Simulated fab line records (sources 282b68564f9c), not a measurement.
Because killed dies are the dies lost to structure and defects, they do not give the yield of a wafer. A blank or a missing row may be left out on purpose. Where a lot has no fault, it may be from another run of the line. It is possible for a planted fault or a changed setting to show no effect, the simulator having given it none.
One fault through the eyes of 2 desks | flow rit_cmos | what lay behind the numbers comes last; until then each desk has only its own

== DESK OF THE TOOL OWNER: rie_metal-03 ==
The tool's own readings at RIT_M1_METAL_ETCH_12 (etches Al in Cl2/BCl3, stops on SiO2, time 165 s, target depth 600 nm): means of the sampled wafers that have a number, for each lot that ran on this tool. If a lot's mean is further than 4 standard deviations from the usual mean, the lot is out of limits and carries the mark OUT (the distance appears in the brackets).
Columns: A = drypump_motor_current_A at RIT_M1_METAL_ETCH_12, usual 5.5 A; B = oes_product_au at RIT_M1_METAL_ETCH_12, usual 0.776 a.u.; C = throttle_valve_pct at RIT_M1_METAL_ETCH_12, usual 8.22 %
lot  | first seen here | A   | B     | C
L485 | day 3 12:31     | 6.0 | 0.770 | 8.12
L497 | day 6 00:49     | 5.6 | 0.765 | 8.15
L500 | day 6 14:56     | 5.6 | 0.761 | 8.15
Finding of this desk: none of the 3 lots has anything out of limits.

== AT THE METROLOGY DESK ==
What the gauges read for every lot (on any tool): the sampled wafers with a number, averaged. If a lot's mean is further than 4 standard deviations from the usual mean, the lot is out of limits and carries the mark OUT (the distance appears in the brackets).
Columns: A = M1_AL_RS at RIT_M1_RS_MEAS_01, usual 0.0734 ohm/sq; B = M1_AL_THK at RIT_M1_THK_MEAS_02, usual 408 nm; C = cd_nm at RIT_M1_CD_MEAS_09, usual 2600.8 nm; D = M1_OVL at RIT_M1_OVL_MEAS_10, usual -0.1 nm
lot  | first seen here | A      | B   | C      | D
L484 | day 3 04:46     | 0.0737 | 406 | 2600.4 | -1.2
L485 | day 3 10:56     | 0.0742 | 403 | 2601.6 | -1.1
L497 | day 5 23:22     | 0.0734 | 408 | 2599.9 | 0.2
L500 | day 6 13:21     | 0.0743 | 402 | 2600.1 | -0.4
L504 | day 7 10:53     | 0.0726 | 410 | 2600.8 | 1.9
L506 | day 8 01:18     | 0.0738 | 407 | 2600.8 | 0.8
Finding of this desk: none of the 6 lots has anything out of limits.

== TAKEN TOGETHER ==
The tool owner's desk saw nothing out of limits.
Metrology desk: nothing out of limits seen.

== WHAT THE SIMULATOR HAD INSERTED ==
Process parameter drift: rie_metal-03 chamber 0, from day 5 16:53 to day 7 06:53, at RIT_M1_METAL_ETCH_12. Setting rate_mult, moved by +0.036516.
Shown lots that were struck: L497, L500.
